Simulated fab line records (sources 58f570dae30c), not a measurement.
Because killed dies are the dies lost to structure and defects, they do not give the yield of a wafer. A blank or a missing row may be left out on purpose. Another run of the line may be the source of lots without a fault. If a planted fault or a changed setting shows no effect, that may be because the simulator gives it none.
Lot-split experiment + flow berkeley_cmos170 + route with 331 steps; 5 lots, 23 wafers read

== THE SPLIT ITSELF ==
At UCB170_NSD_PEB_04, the setting peb_temp_c was moved away from the recipe's 130 C on 7 of the 23 wafers read, by -2.7% to -1.3%. For the rest of the wafers, this setting stayed at what the recipe calls for.

== BETWEEN THE SPLIT AND THE READING: the file shows 1 step in between ==
- UCB170_NSD_DEVELOP_05: develop time 45 s

== THE READING ==
At UCB170_NSD_CD_MEAS_06: cd_nm in nanometres, against a target cd of 1200 nm. A value of 1199.0 nm with a standard deviation of 1.3 nm is what fault-free wafers of this fab line usually give.

| wafer  | tool, chamber at the split | peb_temp_c as run, C | against the recipe | cd_nm, nm | against lot-mates on the recipe |
|--------|----------------------------|----------------------|--------------------|-----------|---------------------------------|
| L075.1 | litho_track-03, 0          | 130                  | recipe             | 1199.7    | -                               |
| L075.2 | litho_track-03, 0          | 130                  | recipe             | 1198.8    | -                               |
| L075.3 | litho_track-03, 0          | 128.3                | -1.3%              | 1187.8    | -11.7                           |
| L075.4 | litho_track-03, 0          | 128.3                | -1.3%              | 1187.4    | -12.1                           |
| L075.6 | litho_track-03, 0          | 130                  | recipe             | 1200.0    | -                               |
| L078.1 | litho_track-02, 0          | 130                  | recipe             | 1198.5    | -                               |
| L078.2 | litho_track-02, 0          | 130                  | recipe             | 1199.6    | -                               |
| L078.3 | litho_track-02, 0          | 130                  | recipe             | 1199.1    | -                               |
| L078.5 | litho_track-02, 0          | 130                  | recipe             | 1197.8    | -                               |
| L078.6 | litho_track-02, 0          | 130                  | recipe             | 1199.5    | -                               |
| L080.1 | litho_track-03, 0          | 126.5                | -2.7%              | 1172.5    | -26.4                           |
| L080.2 | litho_track-03, 0          | 130                  | recipe             | 1198.1    | -                               |
| L080.4 | litho_track-03, 0          | 130                  | recipe             | 1199.9    | -                               |
| L080.5 | litho_track-03, 0          | 126.5                | -2.7%              | 1171.1    | -27.8                           |
| L080.6 | litho_track-03, 0          | 130                  | recipe             | 1198.7    | -                               |
| L082.2 | litho_track-03, 0          | 130                  | recipe             | 1200.2    | -                               |
| L082.3 | litho_track-03, 0          | 130                  | recipe             | 1201.4    | -                               |
| L082.6 | litho_track-03, 0          | 130                  | recipe             | 1200.2    | -                               |
| L085.2 | litho_track-03, 0          | 130                  | recipe             | 1200.4    | -                               |
| L085.3 | litho_track-03, 0          | 130                  | recipe             | 1199.4    | -                               |
| L085.4 | litho_track-03, 0          | 128.1                | -1.5%              | 1187.5    | -12.4                           |
| L085.5 | litho_track-03, 0          | 128.1                | -1.5%              | 1186.5    | -13.4                           |
| L085.6 | litho_track-03, 0          | 128.1                | -1.5%              | 1185.4    | -14.5                           |

THE FIT
A straight line over all 23 wafers: cd_nm changes by +9.82 nm for each +1% of peb_temp_c; r = +0.99; the points scatter about the line by 1.1 nm.
The same after taking each lot's own level away (the mean of its wafers on the recipe; 23 wafers): +9.76 nm for each +1%; r = +1.00; scatter 0.82 nm.
Per that fit: largest peb_temp_c move, reading shift of 26 nm.
The lots' own levels span 1198.90 to 1200.60 nm, that is 1.3 times the standard deviation above.
So the lot-to-lot level changes the slope little: the two slopes agree.
Check: for one of the wafers moved furthest among these (-2.7%), held out of the fit, the line's prediction against its lot-mates is -26 nm. Against them it came out at -26.4 nm.

== FURTHER SPLITS ON THESE WAFERS ==
Before the reading, these wafers also passed through other splits. Each is held against what the fit with the lots' levels taken away leaves over:
| other split on the same wafers | wafers away from the commonest value | r with cd_nm (lot level and that fit taken away) |
|--------------------------------|--------------------------------------|--------------------------------------------------|
| UCB170_NLDD_PEB_04 peb_temp_c  | 5                                    | -0.22                                            |

== FILE'S OWN FIT ==
cd_nm changes by +9.75 nm for each +1% of peb_temp_c, r = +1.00.
